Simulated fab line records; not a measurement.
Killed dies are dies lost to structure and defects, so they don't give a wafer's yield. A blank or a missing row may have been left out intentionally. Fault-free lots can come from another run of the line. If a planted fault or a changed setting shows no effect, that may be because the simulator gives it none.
Which of the tools did it? | flow ritCmos | 14 lots with 42 wafers sampled at 2 steps, on a route of 202 steps

## WHAT THE GAUGES READ, wafer by wafer
RIT_CONTACT_THK_MEAS_01.
lot  | measured    | on           | CONTACT_TEOS_THK (nm)
L490 | day 3 03:50 | filmMetro-04 | 399 404 409
L491 | day 3 08:16 | filmMetro-02 | 392 397 398
L492 | day 3 11:51 | filmMetro-04 | 396 407 404
L493 | day 3 18:16 | filmMetro-01 | 404 401 412
L494 | day 3 23:31 | filmMetro-01 | 399 397 403
L500 | day 5 10:19 | filmMetro-04 | 390 398 403
L502 | day 5 16:56 | filmMetro-01 | 398 507 407
L505 | day 6 06:14 | filmMetro-01 | 400 398 396
L504 | day 6 06:41 | filmMetro-01 | 397 502 509
L506 | day 6 13:32 | filmMetro-01 | 393 394 402
L507 | day 6 18:47 | filmMetro-02 | 396 394 401
L509 | day 7 02:34 | filmMetro-04 | 400 407 407
L512 | day 7 17:38 | filmMetro-01 | 402 403 406
L513 | day 7 22:07 | filmMetro-01 | 406 404 403

## WHICH TOOL RAN EACH LOT (tool, then ch and the chambers of the sampled wafers, then the start)
lot  | RIT_CONTACT_CVD_00
L490 | pecvd-01 ch 0,1, day 3 03:46
L491 | pecvd-02 ch 0,1, day 3 08:13
L492 | pecvd-04 ch 0,2, day 3 11:46
L493 | pecvd-01 ch 0,1,2, day 3 18:13
L494 | pecvd-02 ch 0,1, day 3 23:28
L500 | pecvd-02 ch 0,1,2, day 5 10:15
L502 | pecvd-01 ch 0,1, day 5 16:53
L505 | pecvd-04 ch 0,2, day 6 06:10
L504 | pecvd-01 ch 0,2, day 6 06:38
L506 | pecvd-02 ch 1,2, day 6 13:29
L507 | pecvd-04 ch 0,2, day 6 18:44
L509 | pecvd-02 ch 0,2, day 7 02:31
L512 | pecvd-02 ch 0,2, day 7 17:34
L513 | pecvd-04 ch 0,1,2, day 7 22:04
- RIT_CONTACT_CVD_00: deposits SiO2 from TEOS, target thk 400 nm, time 61 s.

## WHAT THE TOOLS THEMSELVES READ (means of the sampled wafers that have a number; where no wafer has one, the mark that the record gives instead)
RIT_CONTACT_CVD_00.
lot  | tool     | heaterPowerW (W)
L490 | pecvd-01 | 378
L491 | pecvd-02 | 302
L492 | pecvd-04 | 304
L493 | pecvd-01 | 330
L494 | pecvd-02 | 308
L500 | pecvd-02 | 330
L502 | pecvd-01 | 338
L505 | pecvd-04 | 278
L504 | pecvd-01 | 346
L506 | pecvd-02 | 318
L507 | pecvd-04 | 280
L509 | pecvd-02 | 329
L512 | pecvd-02 | 297
L513 | pecvd-04 | 300

## THE ANSWER, worked out from the rows above alone
Rule: the lots themselves supply what counts as usual. Put in order of their means at a reading, lots are off if they are a third of the lots or fewer, leave a main group of 4 or more, and stand apart from it by a gap of 3 or more times the standard deviation of the main group's means; of several such gaps the widest counts. Not used: any main group whose means are identical at the precision the tables above print for the reading. A lot without any number at a reading at which 4 lots or more have one is off too. All remaining lots with rows at the step are treated as sound. First the gauges in route order, then the tools' own readings, where a lot's mean is used as printed above. The first step at which some lot is off is used, and at that step the reading that is off furthest; a lot without a number counts as furthest.
Off: L502, L504, at RIT_CONTACT_THK_MEAS_01 (CONTACT_TEOS_THK). The main group has a mean of 401 nm with a standard deviation of 3.6.
A tool fits if, at a process step before that reading, it ran every lot that is off, and no sound lot after the first of them. Gauges at RIT_CONTACT_THK_MEAS_01: tried the same way as those tools. One candidate fits, namely pecvd-01 at RIT_CONTACT_CVD_00. Its last sound lot is L493 (day 3 18:13), its first lot that is off L502 (day 5 16:53): a fault that began between those two fits.

## WHAT THE SIMULATOR PUT IN
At RIT_CONTACT_CVD_00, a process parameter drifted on pecvd-01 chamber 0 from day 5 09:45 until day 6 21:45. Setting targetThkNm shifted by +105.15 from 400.
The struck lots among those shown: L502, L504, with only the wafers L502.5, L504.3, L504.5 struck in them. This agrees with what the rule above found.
